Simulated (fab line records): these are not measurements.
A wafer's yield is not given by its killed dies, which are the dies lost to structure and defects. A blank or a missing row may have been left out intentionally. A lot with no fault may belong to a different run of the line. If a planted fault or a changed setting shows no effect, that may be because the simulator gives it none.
Which of the tools did it? ; flow rit cmos ; 6 lots with 18 wafers sampled at 2 steps, on a route of 202 steps

## WHAT THE GAUGES SHOWED, per wafer
RIT_PRETRO_OVL_MEAS_06.
lot;measured;on;PRETRO_OVL (nm)
L893;day 2 17:29;overlay-02;1.8 2.8 2.9
L896;day 3 10:24;overlay-02;0.8 0.5 2.2
L899;day 3 23:07;overlay-02;- - -
L908;day 6 04:00;overlay-02;-1.1 -1.1 0.5
L911;day 6 17:13;overlay-01;1.0 1.7 0.8
L914;day 7 11:37;overlay-02;1.4 0.5 0.4

## WHICH TOOL RAN EACH LOT (tool, then ch and the chambers of the sampled wafers, then the start)
lot;RIT_PRETRO_EXPOSE_03
L893;iline stepper-02 ch 0, day 2 17:04
L896;iline stepper-02 ch 0, day 3 09:58
L899;iline stepper-02 ch 0, day 3 22:40
L908;iline stepper-01 ch 0, day 6 03:35
L911;iline stepper-02 ch 0, day 6 16:49
L914;iline stepper-02 ch 0, day 7 11:05
- RIT_PRETRO_EXPOSE_03: exposes mask M5, target cd 43700 nm.

## THE ANSWER, worked out from the rows above alone
Rule: what is usual is taken from the lots themselves. Put in order of their means at a reading, lots are off if they are a third of the lots or fewer, leave a main group of 4 or more, and stand apart from it by a gap of 3 or more times the standard deviation of the main group's means; of several such gaps the widest counts. A main group whose means are all the same, to the digits that the tables above print for the reading, isn't used. A lot without any number at a reading at which 4 lots or more have one is off too. The other lots that the step has rows for count as sound.
Off: L899, at RIT_PRETRO_OVL_MEAS_06 (PRETRO_OVL). Without a number there: L899. The main group: mean 1.0 nm, standard deviation 0.98.
A tool fits if, at a process step before that reading, it ran every lot that is off, and no sound lot after the first of them. The gauges at RIT_PRETRO_OVL_MEAS_06 are tried like those tools. Of those tried, none fits.

## WHAT WAS PUT IN BY THE SIMULATOR
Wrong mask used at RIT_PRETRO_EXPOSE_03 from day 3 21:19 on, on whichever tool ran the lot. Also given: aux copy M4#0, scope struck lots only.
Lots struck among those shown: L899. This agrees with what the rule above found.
